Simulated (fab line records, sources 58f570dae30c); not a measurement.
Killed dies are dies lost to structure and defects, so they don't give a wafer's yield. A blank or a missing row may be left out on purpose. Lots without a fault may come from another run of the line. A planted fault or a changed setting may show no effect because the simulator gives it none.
Which tool did it? | flow berkeley_cmos170 | 7 lots, 21 wafers sampled, at 1 step of a route of 331

WHAT THE GAUGES READ, wafer by wafer
UCB170_V1_THK_MEAS_04.
lot  | measured     | on            | V1_POLISHED_THK (nm)
L641 | day 7 14:29  | film_metro-02 | 1001.3 1001.1 1001.8
L644 | day 8 09:02  | film_metro-03 | 998.2 999.7 1000.6
L648 | day 8 18:34  | film_metro-03 | 1000.5 1001.2 1000.2
L650 | day 9 07:34  | film_metro-01 | 1001.1 1000.5 1000.9
L658 | day 10 16:19 | film_metro-02 | 1001.0 997.3 999.2
L657 | day 10 23:47 | film_metro-01 | 998.7 997.6 999.3
L663 | day 12 01:37 | film_metro-01 | 1000.9 999.8 1000.5

WHICH TOOL RAN EACH LOT (tool, then ch and the chambers of the sampled wafers, then the start)
The record holds no process step before these readings.

THE ANSWER, worked out from the rows above alone
Rule: what is usual is taken from the lots themselves. Put in order of their means at a reading, lots are off if they are a third of the lots or fewer, leave a main group of 4 or more, and stand apart from it by a gap of 3 or more times the standard deviation of the main group's means; of several such gaps the widest counts. A main group whose means are all the same, to the digits that the tables above print for the reading, isn't used. A lot without any number at a reading at which 4 lots or more have one is off too. The other lots that the step has rows for count as sound.
No lot is off at any reading shown: from this, nothing can be told.

WHAT THE SIMULATOR HAD PUT IN
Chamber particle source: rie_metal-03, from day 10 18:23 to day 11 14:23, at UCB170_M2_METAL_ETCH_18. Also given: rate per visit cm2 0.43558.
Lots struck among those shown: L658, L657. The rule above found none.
